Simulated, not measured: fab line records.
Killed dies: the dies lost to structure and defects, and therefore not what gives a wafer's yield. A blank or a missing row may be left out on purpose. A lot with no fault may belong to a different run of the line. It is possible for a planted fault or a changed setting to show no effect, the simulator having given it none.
Matching of chambers + flow berkeley_cmos170 + UCB170_NWELL_ETCH_13 on rie_diel-01 has 4 sister chambers
The step etches Si3N4 in CH3F/Ar/O2, stops on SiO2, target depth 246.4 nm, time 154 s. 4 wafers are shown with their chamber, then 7 later ones without.

WAFERS WITH THEIR CHAMBER
| wafer  | chamber | throttle_valve_pct (%) |
|--------|---------|------------------------|
| L304.5 | 0       | 7.88                   |
| L306.5 | 2       | 8.12                   |
| L307.3 | 3       | 8.00                   |
| L307.4 | 1       | 8.05                   |

WAFERS MISSING THEIR CHAMBER
| wafer  | throttle_valve_pct (%) |
|--------|------------------------|
| L307.5 | 8.14                   |
| L308.3 | 8.14                   |
| L308.4 | 8.02                   |
| L308.5 | 7.88                   |
| L309.1 | 8.03                   |
| L309.4 | 7.88                   |
| L309.5 | 7.87                   |

THE CHAMBER EACH PASSED THROUGH
| wafer  | from the rows above     | in truth |
|--------|-------------------------|----------|
| L307.5 | 2                       | 2        |
| L308.3 | 2                       | 2        |
| L308.4 | can't be placed: 3 or 1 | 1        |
| L308.5 | 0                       | 0        |
| L309.1 | can't be placed: 1 or 3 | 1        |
| L309.4 | 0                       | 0        |
| L309.5 | 0                       | 0        |
Placed correctly: 5 of 7. Not placeable from these rows: 2 (in 2, the candidates include the true chamber). Wrongly placed: 0.
How it was worked out, from the rows above alone: a wafer's distance from a chamber is the root of the sum, over the readings, of the square of ((its reading less the chamber's mean) divided by the reading's scatter). If the next closest chamber is less than 2 further off than the closest, the wafer can't be placed; otherwise it belongs to the closest. The mean given for a chamber averages the wafers shown for that chamber. The scatter: root of mean squared gap, hidden wafer to nearest shown wafer, with one shown wafer a chamber.
